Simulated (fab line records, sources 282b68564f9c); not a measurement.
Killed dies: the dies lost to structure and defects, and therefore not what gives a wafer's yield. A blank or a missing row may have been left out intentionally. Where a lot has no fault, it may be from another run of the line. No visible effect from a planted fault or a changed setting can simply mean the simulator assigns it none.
Which tool was responsible? :: flow ritCmos :: 14 lots, 42 wafers sampled, at 1 step of a route of 202

== WHAT THE GAUGES READ, wafer by wafer ==
The record lacks any reading of a measuring or inspecting step that a usual standard deviation could be used to judge.

== WHICH TOOL RAN EACH LOT (tool, then ch and the chambers of the sampled wafers, then the start) ==
lot: L883
RIT_GATE_STRIP_20: plasmaAsher-01 ch 0,1, day 2 18:46

lot: L884
RIT_GATE_STRIP_20: plasmaAsher-01 ch 0,1, day 3 00:04

lot: L886
RIT_GATE_STRIP_20: plasmaAsher-01 ch 0,1, day 3 11:50

lot: L889
RIT_GATE_STRIP_20: plasmaAsher-03 ch 0,1, day 3 23:50

lot: L890
RIT_GATE_STRIP_20: plasmaAsher-01 ch 0,1, day 4 01:34

lot: L897
RIT_GATE_STRIP_20: plasmaAsher-02 ch 0,1, day 5 10:31

lot: L899
RIT_GATE_STRIP_20: plasmaAsher-02 ch 0,1, day 5 21:12

lot: L900
RIT_GATE_STRIP_20: plasmaAsher-01 ch 0,1, day 6 03:28

lot: L901
RIT_GATE_STRIP_20: plasmaAsher-03 ch 0,1, day 6 07:45

lot: L902
RIT_GATE_STRIP_20: plasmaAsher-01 ch 0,1, day 6 12:14

lot: L903
RIT_GATE_STRIP_20: plasmaAsher-03 ch 0,1, day 6 16:58

lot: L904
RIT_GATE_STRIP_20: plasmaAsher-02 ch 1, day 6 21:02

lot: L905
RIT_GATE_STRIP_20: plasmaAsher-01 ch 0,1, day 7 03:02

lot: L906
RIT_GATE_STRIP_20: plasmaAsher-01 ch 0,1, day 7 07:36
- RIT_GATE_STRIP_20: strips in O2, time 180 s.

== AS READ BY THE TOOLS THEMSELVES (means over the sampled wafers that have a number; for cases with no such wafer, the mark the record gives instead) ==
RIT_GATE_STRIP_20.
lot: L883
tool: plasmaAsher-01
chamberPressureMTorr (mTorr): 4000
drypumpMotorCurrentA (A): 6.3

lot: L884
tool: plasmaAsher-01
chamberPressureMTorr (mTorr): 3996
drypumpMotorCurrentA (A): 6.3

lot: L886
tool: plasmaAsher-01
chamberPressureMTorr (mTorr): 4003
drypumpMotorCurrentA (A): 6.3

lot: L889
tool: plasmaAsher-03
chamberPressureMTorr (mTorr): -
drypumpMotorCurrentA (A): -

lot: L890
tool: plasmaAsher-01
chamberPressureMTorr (mTorr): -
drypumpMotorCurrentA (A): -

lot: L897
tool: plasmaAsher-02
chamberPressureMTorr (mTorr): 4001
drypumpMotorCurrentA (A): 5.1

lot: L899
tool: plasmaAsher-02
chamberPressureMTorr (mTorr): 3997
drypumpMotorCurrentA (A): 5.2

lot: L900
tool: plasmaAsher-01
chamberPressureMTorr (mTorr): 4001
drypumpMotorCurrentA (A): 6.3

lot: L901
tool: plasmaAsher-03
chamberPressureMTorr (mTorr): 4000
drypumpMotorCurrentA (A): 6.3

lot: L902
tool: plasmaAsher-01
chamberPressureMTorr (mTorr): 3999
drypumpMotorCurrentA (A): 6.3

lot: L903
tool: plasmaAsher-03
chamberPressureMTorr (mTorr): 3998
drypumpMotorCurrentA (A): 6.3

lot: L904
tool: plasmaAsher-02
chamberPressureMTorr (mTorr): 4001
drypumpMotorCurrentA (A): 5.0

lot: L905
tool: plasmaAsher-01
chamberPressureMTorr (mTorr): 3997
drypumpMotorCurrentA (A): 6.3

lot: L906
tool: plasmaAsher-01
chamberPressureMTorr (mTorr): 3999
drypumpMotorCurrentA (A): 6.3

== THE ANSWER, worked out from the rows above alone ==
Rule: the lots themselves supply what counts as usual. Put in order of their means at a reading, lots are off if they are a third of the lots or fewer, leave a main group of 4 or more, and stand apart from it by a gap of 3 or more times the standard deviation of the main group's means; of several such gaps the widest counts. A main group is skipped when, at the precision printed for the reading in the tables above, its means are all equal. Also off: a lot with no number at a reading for which 4 or more lots have one. All remaining lots with rows at the step are treated as sound. The gauges are gone through in route order, then the tools' own readings, and for those a lot's mean is taken as printed above. The first step at which some lot is off is used, and at that step the reading that is off furthest; a lot without a number counts as furthest.
Off, at RIT_GATE_STRIP_20 on chamberPressureMTorr: L889, L890. Without a number there: L889, L890. Main group: mean 3999 mTorr, sd 2.
If a tool, at that step or one of the process steps before it, ran each lot that is off and ran no sound lot following the first of them, it fits. None of those tried fits.

== WHAT THE SIMULATOR HAD INSERTED ==
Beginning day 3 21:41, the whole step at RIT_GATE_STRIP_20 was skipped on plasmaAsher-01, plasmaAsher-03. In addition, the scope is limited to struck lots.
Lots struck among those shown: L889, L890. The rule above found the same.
